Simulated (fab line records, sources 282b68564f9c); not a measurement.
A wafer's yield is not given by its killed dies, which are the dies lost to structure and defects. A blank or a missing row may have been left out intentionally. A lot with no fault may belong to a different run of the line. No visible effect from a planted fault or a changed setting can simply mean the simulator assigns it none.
fab line records	flow rit_cmos
record: lots: 14	wafers: 42	last_day: 8
route steps=202 shown SPACER@128 M1@202
lots with no fault: from the same line, run without faults
start_h: the number of hours between the record's first day and the start of the first shown wafer of the lot	wait_h: how many hours have passed since the lot's step before this one	" unchanged from the row above	L1.1+2: one row covering several wafers at once	- either no value or no given start	* or withheld: withheld	< > ~ a bound
route shown NAME@n: a module of which the file shows steps, and the number in the route of the first	usual: mean and standard deviation over wafers with no fault	same: alike in all rows	chamber/n: place in a boat	sites: each site's reading	_std_site: their standard deviation	_edge_site: the outer-site mean with the inner-site mean subtracted	radius_mm: for every site, how far away it sits from the centre of the wafer	mask NAME#n: copy n	behind: the last tool/chamber to shape the wafer	hold: reason for holding the lot/hours on hold/outcome of the hold	device: which transistor (n, p or np) failed to switch	end of line: the route-end tests of the same wafers	for a step that has no rows: nothing shown but its recipe	killed: at the first sort, the dies lost to defects and structure; wafer yield is something else	map: a wafer's dies, x killed, . not, _ none there
set.NAME: setting as actually run; set.NAME@STEP: the setting as run at that earlier step	model.NAME: the simulator's own value behind a step, which no gauge read
one table for each step of the route and one row for each wafer, over a sample of lots
services: when a tool's chamber went out of use (start_h, in hours from the record's first day, below 0 if earlier), for how many hours, and the reason
== steps ==
step: RIT_SPACER_CVD_03
recipe: material: Si3N4	target_thk_nm: 250	temp_c: 810	precursor: SiH2Cl2/NH3	time_s: 3300	pressure_mtorr: 300	sih2cl2_flow_sccm: 60	nh3_flow_sccm: 150
usual: nh3_flow_sccm: 149.9/0.47	pressure_mtorr: 300.1/0.58	time_s: 3300/0	zone_power_source_pct: 19.8/0.78
lot.wafer	tool	chamber	start_h	wait_h	nh3_flow_sccm	pressure_mtorr	time_s	zone_power_source_pct
L788.3	lpcvd-02	1	54.78	0.2	150.6	299.9	3300	18.6
L788.5	"	1	"	"	150.2	300.3	3300	18.8
L788.6	"	1	"	"	150.2	299.1	3300	18.7
L790.1	lpcvd-02	1	64.47	0.0	150.3	300.2	3300	18.7
L790.2	"	1	"	"	150.0	300.0	3300	19.2
L790.5	"	1	"	"	149.9	299.9	3300	18.7
L792.2	lpcvd-02	0	73.88	0.0	150.7	299.8	3300	20.6
L792.5	"	0	"	"	149.8	299.1	3300	20.8
L792.6	"	0	"	"	150.9	300.3	3300	21.0
L793.3	lpcvd-02	1	84.51	0.0	149.5	300.6	3300	18.8
L793.5	"	1	"	"	149.9	300.6	3300	18.8
L793.6	"	1	"	"	149.5	300.4	3300	18.6
L794.1	lpcvd-01	0	92.58	0.0	150.1	300.3	3300	20.0
L794.2	"	0	"	"	149.9	300.2	3300	20.0
L794.6	"	0	"	"	149.7	301.7	3300	19.9
L795.1	lpcvd-02	1	92.84	0.0	149.7	299.5	3300	18.8
L795.3	"	1	"	"	149.5	299.8	3300	18.8
L795.5	"	1	"	"	150.0	300.0	3300	18.8
L797.3	lpcvd-02	1	104.64	0.0	150.8	300.2	3300	18.6
L797.5	"	1	"	"	150.7	300.3	3300	19.0
L797.6	"	1	"	"	151.0	299.2	3300	18.9
L798.1	lpcvd-01	1	116.20	0.0	150.3	300.4	3300	20.3
L798.3	"	1	"	"	150.0	300.3	3300	20.2
L798.4	"	1	"	"	149.4	300.7	3300	20.2
L800.1	lpcvd-01	0	128.59	0.0	149.7	300.8	3300	19.7
L800.3	"	0	"	"	149.9	300.8	3300	20.0
L800.5	"	0	"	"	149.5	300.7	3300	19.9
L801.1	lpcvd-02	1	137.65	0.0	150.1	300.6	3300	18.7
L801.3	"	1	"	"	149.9	299.8	3300	18.9
L801.6	"	1	"	"	149.3	300.7	3300	18.8
L802.3	lpcvd-02	0	139.56	1.7	-	-	-	-
L802.4	"	0	"	"	-	-	-	-
L802.6	"	0	"	"	-	-	-	-
L803.1	lpcvd-02	1	143.39	0.0	-	-	-	-
L803.3	"	1	"	"	-	-	-	-
L803.5	"	1	"	"	-	-	-	-
L805.2	lpcvd-01	0	152.38	0.5	150.7	300.6	3300	19.9
L805.3	"	0	"	"	150.4	301.3	3300	20.0
L805.5	"	0	"	"	149.8	300.4	3300	20.0
L811.3	lpcvd-01	1	169.00	1.7	150.2	299.9	3300	20.2
L811.4	"	1	"	"	150.1	300.2	3300	20.2
L811.6	"	1	"	"	149.6	299.2	3300	20.3
step: RIT_M1_PROBE_99
usual: defect_limited_yield: 97.3/1.1	killed_at_contacts: 0.1/0.28	killed_at_front_end: 7.1/2.8	killed_dies: 7.1/2.9	killed_open: 3.4/2	killed_short: 3.6/2.1	sort_bin_3_pad_short: 0.1/0.21	sort_bin_5_function: 1.5/0.85	sort_bin_6_memory: 1.0/0.65	sort_n_pass: 256.9/2.9	sort_yield_pct: 97.3/1.1
same: gross_dies: 264	killed_at_M0_to_M3: 0	killed_at_M4_up: 0	killed_at_back_side: 0	killed_at_other: 0
lot.wafer	tool	chamber	start_h	wait_h	defect_limited_yield[%]	killed_at_contacts	killed_at_front_end	killed_dies	killed_open	killed_short	sort_bin_3_pad_short[%]	sort_bin_5_function[%]	sort_bin_6_memory[%]	sort_n_pass	sort_yield_pct[%]
L788.3	prober-02	-	68.45	0.2	97.7	0	6	6	4	2	0	1.5	0.8	258.0	97.7
L788.5	prober-02	-	68.55	0.2	97.0	1	7	8	6	2	0	1.5	1.5	256.0	97.0
L788.6	prober-02	-	68.60	0.2	97.0	0	8	8	8	0	0	1.9	1.1	256.0	97.0
L790.1	prober-02	-	77.60	0.1	96.2	0	10	10	5	5	0.4	1.5	1.9	254.0	96.2
L790.2	prober-02	-	77.65	0.1	94.3	0	15	15	7	8	0	2.7	3.0	249.0	94.3
L790.5	prober-02	-	77.80	0.2	95.1	0	13	13	6	7	0	2.7	2.3	251.0	95.1
L792.2	prober-02	-	87.64	0.1	98.9	0	3	3	0	3	0	0.8	0.4	261.0	98.9
L792.5	prober-02	-	87.79	0.2	95.8	0	11	11	8	3	0	3.0	1.1	253.0	95.8
L792.6	prober-02	-	87.84	0.2	97.3	0	7	7	4	3	0	2.3	0.4	257.0	97.3
L793.3	prober-01	-	97.67	0.2	97.0	0	8	8	3	5	0	2.3	0.8	256.0	97.0
L793.5	prober-01	-	97.77	0.2	98.9	0	3	3	2	1	0.4	0.4	0.4	261.0	98.9
L793.6	prober-01	-	97.82	0.2	97.0	0	8	8	5	3	0.4	1.9	0.8	256.0	97.0
L794.1	prober-02	-	105.67	0.1	97.3	0	7	7	3	4	0.4	1.9	0.4	257.0	97.3
L794.2	prober-02	-	105.72	0.1	97.3	0	7	7	3	4	0	1.1	1.5	257.0	97.3
L794.6	prober-02	-	105.92	0.2	96.2	0	10	10	4	6	0	2.3	1.5	254.0	96.2
L795.1	prober-01	-	107.17	0.1	96.6	0	9	9	3	6	0.8	1.9	0.8	255.0	96.6
L795.3	prober-01	-	107.27	0.2	97.0	0	8	8	3	3	0	0.8	2.3	256.0	97.0
L795.5	prober-01	-	107.37	0.2	98.9	0	3	3	3	0	0	0.8	0.4	261.0	98.9
L797.3	prober-01	-	118.97	0.2	97.0	0	8	8	1	6	0	2.3	0.8	256.0	97.0
L797.5	prober-01	-	119.07	0.2	98.5	1	3	4	1	1	0	0.8	0.8	260.0	98.5
L797.6	prober-01	-	119.12	0.2	97.0	0	8	8	5	2	0	1.9	1.1	256.0	97.0
L798.1	prober-02	-	129.46	0.1	98.5	0	4	4	2	2	0	1.1	0.4	260.0	98.5
L798.3	prober-02	-	129.56	0.2	98.9	0	3	3	2	1	0	0.8	0.4	261.0	98.9
L798.4	prober-02	-	129.61	0.2	97.7	0	6	6	4	2	0	1.1	1.1	258.0	97.7
L800.1	prober-02	-	141.64	0.1	97.7	0	6	6	4	2	0.4	1.9	0	258.0	97.7
L800.3	prober-02	-	141.74	0.2	95.1	0	13	13	6	7	0	3.8	1.1	251.0	95.1
L800.5	prober-02	-	141.84	0.2	97.0	0	8	8	2	6	0.4	2.7	0	256.0	97.0
L801.1	prober-01	-	151.15	0.1	97.7	0	6	6	4	2	0	1.1	1.1	258.0	97.7
L801.3	prober-01	-	151.25	0.2	97.3	0	7	7	4	3	0	1.1	1.5	257.0	97.3
L801.6	prober-01	-	151.40	0.2	97.0	0	8	8	6	2	0	2.7	0.4	256.0	97.0
L805.2	prober-02	-	168.15	0.1	95.5	0	12	12	3	9	0.4	3.0	1.1	252.0	95.5
L805.3	prober-02	-	168.20	0.2	97.3	0	7	7	1	6	0	0.8	1.9	257.0	97.3
L805.5	prober-02	-	168.30	0.2	96.2	0	10	10	4	6	0	1.9	1.9	254.0	96.2
L811.3	prober-01	-	182.61	0.2	97.7	0	6	6	3	3	0	1.5	0.8	258.0	97.7
L811.4	prober-01	-	182.66	0.2	97.3	0	7	7	5	2	0.4	1.1	1.1	257.0	97.3
L811.6	prober-01	-	182.76	0.2	98.1	0	5	5	4	1	0	1.5	0.4	259.0	98.1
killed by level:class
L788.3 GATE:geometric_particle:open=2 FOX1:geometric_particle:open=1 GATE:geometric_particle:short=1 SPACER:geometric_particle:open=1 SILICIDE:geometric_particle:short=1
L788.5 FOX1:geometric_particle:open=2 GATE:geometric_particle:open=2 GATE:geometric_particle:short=1 REOX:geometric_particle:short=1 SPACER:geometric_particle:open=1 CONTACT:geometric_particle:open=1
L788.6 GATE:geometric_particle:open=4 FOX1:geometric_particle:open=1 FOX2:geometric_particle:open=1 REOX:geometric_particle:open=1 SILICIDE:geometric_particle:open=1
L790.1 SPACER:geometric_particle:short=3 SPACER:geometric_particle:open=2 FOX2:geometric_particle:short=1 FOX2:geometric_particle:open=1 REOX:geometric_particle:open=1 REOX:geometric_particle:short=1 SILICIDE:geometric_particle:open=1
L790.2 GATE:geometric_particle:open=5 SILICIDE:geometric_particle:short=4 FOX1:geometric_particle:short=1 FOX2:geometric_particle:short=1 FOX2:geometric_particle:open=1 REOX:geometric_particle:short=1 REOX:geometric_particle:open=1 SPACER:geometric_particle:short=1
L790.5 GATE:geometric_particle:open=4 GATE:geometric_particle:short=3 FOX1:geometric_particle:short=2 REOX:geometric_particle:short=2 FOX1:geometric_particle:open=1 SILICIDE:geometric_particle:open=1
L792.2 FOX2:geometric_particle:short=1 GATE:geometric_particle:short=1 SPACER:geometric_particle:short=1
L792.5 FOX2:geometric_particle:open=4 SPACER:geometric_particle:open=2 SILICIDE:geometric_particle:open=2 FOX2:geometric_particle:short=1 GATE:geometric_particle:short=1 SILICIDE:geometric_particle:short=1
L792.6 FOX1:geometric_particle:open=2 GATE:geometric_particle:open=2 FOX1:geometric_particle:short=1 GATE:geometric_particle:short=1 SILICIDE:geometric_particle:short=1
L793.3 FOX1:geometric_particle:short=3 REOX:geometric_particle:open=2 FOX2:geometric_particle:short=1 SPACER:geometric_particle:open=1 SILICIDE:geometric_particle:short=1
L793.5 GATE:geometric_particle:open=2 REOX:geometric_particle:short=1
L793.6 SPACER:geometric_particle:open=3 REOX:geometric_particle:short=2 FOX1:geometric_particle:open=1 GATE:geometric_particle:open=1 SPACER:geometric_particle:short=1
L794.1 GATE:geometric_particle:short=3 GATE:geometric_particle:open=3 REOX:geometric_particle:short=1
L794.2 GATE:geometric_particle:short=3 FOX2:geometric_particle:short=1 GATE:geometric_particle:open=1 SPACER:geometric_particle:open=1 SILICIDE:geometric_particle:open=1
L794.6 GATE:geometric_particle:short=2 GATE:geometric_particle:open=2 FOX1:geometric_particle:short=1 FOX1:geometric_particle:open=1 FOX2:geometric_particle:short=1 REOX:geometric_particle:short=1 SPACER:geometric_particle:short=1 SILICIDE:geometric_particle:open=1
L795.1 GATE:geometric_particle:short=5 GATE:geometric_particle:open=2 REOX:geometric_particle:short=1 REOX:geometric_particle:open=1
L795.3 GATE:geometric_particle:short=3 GATE:geometric_particle:open=2 NWELL:coat_microbubble_printed=2 SPACER:geometric_particle:open=1
L795.5 GATE:geometric_particle:open=2 SPACER:geometric_particle:open=1
L797.3 FOX2:geometric_particle:short=2 SPACER:geometric_particle:short=2 FOX1:geometric_particle:short=1 GATE:geometric_particle:short=1 SILICIDE:geometric_particle:open=1 NSD:coat_microbubble_printed=1
L797.5 NSD:coat_microbubble_printed=2 SPACER:geometric_particle:open=1 CONTACT:geometric_particle:short=1
L797.6 FOX1:geometric_particle:open=2 FOX2:geometric_particle:open=1 REOX:geometric_particle:open=1 REOX:geometric_particle:short=1 SPACER:geometric_particle:open=1 SPACER:geometric_particle:short=1 NSD:coat_microbubble_printed=1
L798.1 GATE:geometric_particle:open=2 SPACER:geometric_particle:short=2
L798.3 GATE:geometric_particle:open=2 SPACER:geometric_particle:short=1
L798.4 GATE:geometric_particle:open=2 FOX2:geometric_particle:short=1 REOX:geometric_particle:open=1 SPACER:geometric_particle:open=1 SPACER:geometric_particle:short=1
L800.1 GATE:geometric_particle:open=3 FOX1:geometric_particle:short=2 SPACER:geometric_particle:open=1
L800.3 FOX1:geometric_particle:short=3 GATE:geometric_particle:open=3 GATE:geometric_particle:short=2 REOX:geometric_particle:open=2 FOX1:geometric_particle:open=1 REOX:geometric_particle:short=1 SILICIDE:geometric_particle:short=1
L800.5 FOX1:geometric_particle:short=4 REOX:geometric_particle:short=2 GATE:geometric_particle:open=1 SPACER:geometric_particle:open=1
L801.1 REOX:geometric_particle:open=2 FOX1:geometric_particle:open=1 FOX2:geometric_particle:open=1 REOX:geometric_particle:short=1 SPACER:geometric_particle:short=1
L801.3 REOX:geometric_particle:open=2 FOX1:geometric_particle:open=1 FOX2:geometric_particle:open=1 GATE:geometric_particle:short=1 REOX:geometric_particle:short=1 SPACER:geometric_particle:short=1
L801.6 FOX1:geometric_particle:open=2 GATE:geometric_particle:open=2 REOX:geometric_particle:short=2 SPACER:geometric_particle:open=1 SILICIDE:geometric_particle:open=1
L805.2 GATE:geometric_particle:short=3 FOX1:geometric_particle:short=2 SPACER:geometric_particle:short=2 FOX1:geometric_particle:open=1 FOX2:geometric_particle:short=1 GATE:geometric_particle:open=1 SPACER:geometric_particle:open=1 SILICIDE:geometric_particle:short=1
L805.3 REOX:geometric_particle:short=2 FOX1:geometric_particle:short=1 FOX2:geometric_particle:short=1 GATE:geometric_particle:open=1 GATE:geometric_particle:short=1 SPACER:geometric_particle:short=1
L805.5 FOX1:geometric_particle:short=2 FOX1:geometric_particle:open=2 GATE:geometric_particle:open=2 ACTIVE:geometric_particle:short=1 FOX2:geometric_particle:short=1 GATE:geometric_particle:short=1 SPACER:geometric_particle:short=1
L811.3 SPACER:geometric_particle:short=2 SPACER:geometric_particle:open=2 FOX1:geometric_particle:open=1 GATE:geometric_particle:short=1
L811.4 GATE:geometric_particle:open=3 FOX2:geometric_particle:open=2 FOX1:geometric_particle:short=1 SILICIDE:geometric_particle:short=1
L811.6 SPACER:geometric_particle:open=3 FOX2:geometric_particle:open=1 GATE:geometric_particle:short=1
== services ==
tool	chamber	start_h	hours	kind
lpcvd-01	-	94.50	2.8	pm
== key ==
first_sign: step: RIT_SPACER_CVD_03	reading: tool_record	direction: missing
effect none on later readings
met_at RIT_SPACER_CVD_03
struck_lots L802,L803
scrapped_behind RIT_SPACER_THK_MEAS_04 L802.3,L802.4,L802.6,L803.1,L803.3,L803.5
onset_between 137.65 139.56
fault: kind: skipped_step_whole	tool: lpcvd-02	chamber: -	onset_h: 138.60	steps: RIT_SPACER_CVD_03	scope: struck_lots_only
